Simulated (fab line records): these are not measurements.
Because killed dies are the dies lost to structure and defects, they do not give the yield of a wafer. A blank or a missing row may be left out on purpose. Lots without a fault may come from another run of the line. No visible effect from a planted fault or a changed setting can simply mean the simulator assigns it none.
The tool behind it: which one? -- flow berkeley cmos170 -- 14 lots with 42 wafers sampled at 5 steps, on a route of 331 steps

WHAT EACH GAUGE READ, for each wafer
UCB170_ACTIVE_CD_MEAS_90 targets a cd of 1200 nm. Usual: cd nm 1200.3 nm, standard deviation 1.4.
lot,measured,on,cd nm (nm),flag
L355,day 4 09:23,cd sem-02,1199.1 1198.5 1199.9,
L356,day 4 09:28,cd sem-01,1201.3 1200.6 1200.2,
L358,day 4 14:55,cd sem-02,1199.1 1201.0 1201.0,
L357,day 4 15:01,cd sem-02,1199.6 1199.9 1200.8,
L360,day 5 06:47,cd sem-01,1201.6 1200.0 1203.2,
L361,day 5 19:08,cd sem-01,1200.5 1199.3 1200.7,
L362,day 5 23:43,cd sem-02,1197.4 1198.0 1198.5,
L364,day 6 03:04,cd sem-02,1201.1 1201.0 1202.8,
L365,day 6 03:11,cd sem-01,1201.8 1200.1 1199.0,
L366,day 6 12:11,cd sem-02,1200.0 1199.9 1200.6,
L371,day 7 16:16,cd sem-01,1200.8 1199.5 1199.9,
L372,day 7 22:13,cd sem-02,1200.5 1200.3 1200.3,
L373,day 7 22:26,cd sem-01,1199.2 1199.9 1198.8,
L378,day 9 08:41,cd sem-02,1200.3 1199.5 1201.0,

UCB170_SACOX_THK_MEAS_02. Usual: SACOX_OXIDE_THK 14.3 nm, standard deviation 0.36.
lot,measured,on,SACOX_OXIDE_THK (nm),flag
L355,day 5 09:08,film metro-04,14.7 14.6 14.6,
L356,day 5 09:04,film metro-01,14.3 14.6 14.6,
L358,day 5 14:47,film metro-01,14.1 14.2 14.1,
L357,day 5 14:46,film metro-02,14.5 14.4 14.6,
L360,day 6 08:59,film metro-02,14.7 14.7 14.6,
L361,day 6 13:46,film metro-02,14.4 14.5 14.5,
L362,day 6 20:20,film metro-01,14.5 14.4 14.6,
L364,day 6 20:23,film metro-02,14.2 14.5 14.5,
L365,day 6 20:20,film metro-04,14.1 13.9 14.2,
L366,day 7 08:06,film metro-02,14.0 14.4 14.3,
L371,day 8 10:11,film metro-02,13.8 13.7 13.7,
L372,day 8 22:46,film metro-02,13.8 14.1 14.2,
L373,day 8 22:50,film metro-02,14.0 14.0 13.8,
L378,day 10 05:59,film metro-02,14.0 14.4 14.2,

UCB170_GATE_THK_MEAS_05. Usual: GATE_POLY_THK 214.3 nm, standard deviation 2.4.
lot,measured,on,GATE_POLY_THK (nm),flag
L355,day 6 14:30,film metro-02,216.8 214.6 217.3,
L356,day 6 14:29,film metro-04,212.7 212.2 213.4,
L358,day 6 14:34,film metro-02,216.2 214.0 215.5,
L357,day 6 14:33,film metro-04,214.2 214.1 214.4,
L360,day 7 04:13,film metro-02,213.6 215.6 215.2,
L361,day 7 11:23,film metro-02,212.1 209.4 209.6,
L362,day 7 23:03,film metro-02,211.8 211.4 211.7,
L364,day 7 22:59,film metro-04,212.0 211.5 210.5,
L365,day 7 23:03,film metro-04,215.3 214.5 214.9,
L366,day 8 01:45,film metro-04,216.0 217.7 215.9,
L371,day 9 10:14,film metro-04,216.9 214.9 216.1,
L372,day 9 19:17,film metro-02,233.1 232.2 231.5,OFF
L373,day 9 19:22,film metro-02,236.4 234.7 234.6,OFF
L378,day 11 07:19,film metro-01,217.5 215.8 217.0,

UCB170_GATE_OVL_MEAS_13. Usual: GATE_OVL 3 nm, standard deviation 4.3.
lot,measured,on,GATE_OVL (nm),flag
L355,day 6 16:15,overlay-02,-3 0 1,
L356,day 6 16:07,overlay-02,0 -1 4,
L358,day 6 16:27,overlay-02,-6 7 -1,
L357,day 6 16:24,overlay-01,-1 13 10,
L360,day 7 05:29,overlay-01,4 5 4,
L361,day 7 12:52,overlay-01,5 2 0,
L362,day 8 01:26,overlay-02,6 -1 7,
L364,day 8 00:21,overlay-01,7 4 -8,
L365,day 8 01:42,overlay-01,4 -2 -6,
L366,day 8 04:36,overlay-01,4 1 2,
L371,day 9 11:34,overlay-02,0 0 2,
L372,day 9 21:52,overlay-01,10 1 5,
L373,day 9 22:10,overlay-02,0 -1 7,
L378,day 11 08:46,overlay-01,5 4 8,

WHICH TOOL RAN EACH LOT (tool, then ch and the chambers of the sampled wafers, then the start)
lot,UCB170_GATE_CVD_04
L355,"lpcvd-02 ch 0, day 6 13:05"
L356,"lpcvd-02 ch 1, day 6 13:05"
L358,"lpcvd-02 ch 0, day 6 13:05"
L357,"lpcvd-02 ch 1, day 6 13:05"
L360,"lpcvd-01 ch 1, day 7 02:49"
L361,"lpcvd-01 ch 0, day 7 09:59"
L362,"lpcvd-01 ch 1, day 7 21:35"
L364,"lpcvd-01 ch 0, day 7 21:35"
L365,"lpcvd-01 ch 0, day 7 21:35"
L366,"lpcvd-02 ch 1, day 8 00:20"
L371,"lpcvd-01 ch 0, day 9 08:49"
L372,"lpcvd-02 ch 1, day 9 17:50"
L373,"lpcvd-02 ch 1, day 9 17:50"
L378,"lpcvd-01 ch 1, day 11 05:12"
- UCB170_GATE_CVD_04: deposits poly-Si from SiH4, time 1440 s, target thk 214 nm.

WHAT THE TOOLS THEMSELVES READ (means of the sampled wafers that have a number; where no wafer has one, the mark that the record gives instead)
UCB170_GATE_CVD_04. Usual: pressure mtorr 375.1 mTorr, standard deviation 0.82; spike tc centre C 613.3 C, standard deviation 0.98; zone power source pct 11.52 %, standard deviation 0.13.
lot,tool,pressure mtorr (mTorr),spike tc centre C (C),zone power source pct (%),flag
L355,lpcvd-02,374.5,613.9,11.65,
L356,lpcvd-02,375.8,613.1,11.56,
L358,lpcvd-02,375.7,613.5,11.57,
L357,lpcvd-02,375.6,612.0,11.58,
L360,lpcvd-01,374.3,613.0,11.31,
L361,lpcvd-01,375.6,613.0,11.50,
L362,lpcvd-01,376.1,612.9,11.23,
L364,lpcvd-01,375.4,612.6,11.53,
L365,lpcvd-01,375.3,613.5,11.64,
L366,lpcvd-02,375.6,612.7,11.52,
L371,lpcvd-01,374.3,613.8,11.49,
L372,lpcvd-02,449.6,613.4,11.53,OFF
L373,lpcvd-02,450.2,614.2,11.61,OFF
L378,lpcvd-01,374.3,614.1,11.27,

THE ANSWER, worked out from the rows above alone
Rule: take the mean of a lot's wafers that have a number; if it is more than 3 standard deviations from the usual mean, the lot is off. A lot without any number at a reading at which 4 lots or more have one is off too. Where the step has rows for the other lots, those lots are counted as sound. The gauges are gone through in route order, then the tools' own readings, and for those a lot's mean is taken as printed above. At the first step where some lot is off, the reading lying furthest off is the one used; lots without a number count as furthest.
Off: L372, L373, at UCB170_GATE_THK_MEAS_05 (GATE_POLY_THK).
If a tool, at a process step before that reading, ran all the lots that are off and no sound lot after the first of them, it fits. The gauges at UCB170_GATE_THK_MEAS_05 aren't tried: what is off there is off at UCB170_GATE_CVD_04 too, on other tools, and a gauge's error can't cause that. One fits: lpcvd-02 at UCB170_GATE_CVD_04. A fault onset in the window from L366 (day 8 00:20, its last sound lot) to L372 (day 9 17:50, its first lot off) fits.
On the lots that are off, the tool's own readings at UCB170_GATE_CVD_04 differ by more than 5 times the standard deviation of the sound lots' means, which bears it out; pressure mtorr reads 449.9 mTorr there versus 375.2 mTorr on the sound lots.

WHAT THE SIMULATOR HAD PUT IN
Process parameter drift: lpcvd-02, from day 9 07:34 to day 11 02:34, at UCB170_GATE_CVD_04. Setting pressure mtorr, moved by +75, from 375. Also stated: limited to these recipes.
Shown lots that were struck: L372, L373. Same finding as the rule above.
